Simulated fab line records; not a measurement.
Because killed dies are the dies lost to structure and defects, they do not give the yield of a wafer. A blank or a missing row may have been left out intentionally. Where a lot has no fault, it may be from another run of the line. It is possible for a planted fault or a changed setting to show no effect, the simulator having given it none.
Lot-split experiment -- flow ritCmos -- 23 wafers read from 5 lots, route of 202 steps

## ABOUT THE SPLIT
At RIT_PRETRO_HARDBAKE_07 (time 120 s), the setting tempC was moved away from the recipe's 140 C on 7 of the 23 wafers read, by -2.3% to -1.8%. For the rest of the wafers, this setting stayed at what the recipe calls for.

The reading is taken at the split's own step.

## THE READING
NOVOLAK_of_PRETRO_COAT_01.thkNm (the simulator's own value, which no gauge read), in nm, at RIT_PRETRO_HARDBAKE_07 (time 120 s). No usual value for it is given in the file. Across the 16 wafers here that went through the recipe, the average is 1137 nm and the standard deviation 2 nm.

wafer,"tool, chamber at the split","tempC as run, C",against the recipe,"NOVOLAK_of_PRETRO_COAT_01.thkNm, nm",against lot-mates on the recipe
L077.1,"lithoTrack-03, 0",140,recipe,1136,-
L077.4,"lithoTrack-03, 0",140,recipe,1136,-
L077.6,"lithoTrack-03, 0",140,recipe,1137,-
L078.2,"lithoTrack-03, 0",140,recipe,1140,-
L078.3,"lithoTrack-03, 0",137.2,-2.0%,1144,+6
L078.4,"lithoTrack-03, 0",140,recipe,1136,-
L078.5,"lithoTrack-03, 0",140,recipe,1138,-
L078.6,"lithoTrack-03, 0",137.2,-2.0%,1142,+4
L080.2,"lithoTrack-02, 0",140,recipe,1140,-
L080.3,"lithoTrack-02, 0",140,recipe,1138,-
L080.4,"lithoTrack-02, 0",140,recipe,1135,-
L080.5,"lithoTrack-02, 0",140,recipe,1139,-
L080.6,"lithoTrack-02, 0",140,recipe,1136,-
L081.1,"lithoTrack-04, 0",136.8,-2.3%,1145,+10
L081.5,"lithoTrack-04, 0",136.8,-2.3%,1145,+10
L081.2,"lithoTrack-04, 0",140,recipe,1134,-
L081.3,"lithoTrack-04, 0",140,recipe,1137,-
L081.4,"lithoTrack-04, 0",136.8,-2.3%,1147,+12
L083.1,"lithoTrack-02, 0",137.5,-1.8%,1142,+5
L083.2,"lithoTrack-02, 0",140,recipe,1133,-
L083.3,"lithoTrack-02, 0",140,recipe,1140,-
L083.4,"lithoTrack-02, 0",140,recipe,1137,-
L083.5,"lithoTrack-02, 0",137.5,-1.8%,1144,+7

THE FIT
A straight line over all 23 wafers: NOVOLAK_of_PRETRO_COAT_01.thkNm changes by -3.5 nm for each +1% of tempC; r = -0.88; the points scatter about the line by 1.9 nm.
The same after taking each lot's own level away (the mean of its wafers on the recipe; 23 wafers): -3.76 nm for each +1%; r = -0.89; scatter 2 nm.
Per that fit: largest tempC move, reading shift of 8.6 nm.
Measured against the standard deviation above, the lots' own levels, which go from 1135.5 to 1138.0 nm, span 1.2 times it.
Consequently the slope shifts little with the lot-to-lot level, the two slopes agreeing.
Check: with one of the wafers moved furthest among these (-2.3%) left out of the fit, the line predicts +8.35 nm for it against its lot-mates. It came out at +9.5 nm against them.

## THESE WAFERS: OTHER SPLITS
Before the reading, these wafers also passed through other splits. Each is held against what the fit with the lots' levels taken away leaves over:
other split on the same wafers,wafers away from the commonest value,r with NOVOLAK_of_PRETRO_COAT_01.thkNm (lot level and that fit taken away)
RIT_ACTIVE_CVD_03 sih2cl2FlowSccm,18,+0.10
RIT_NWELL_COAT_01 spinRpm,9,-0.40
RIT_NWELL_IMPLANT_08 doseCm2,6,-0.11
RIT_PWELL_SOFTBAKE_02 tempC,12,-0.10
RIT_PWELL_HARDBAKE_07 tempC,6,-0.17

## THE FILE'S OWN FIT
NOVOLAK_of_PRETRO_COAT_01.thkNm changes by -3.53 nm for each +1% of tempC, r = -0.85.
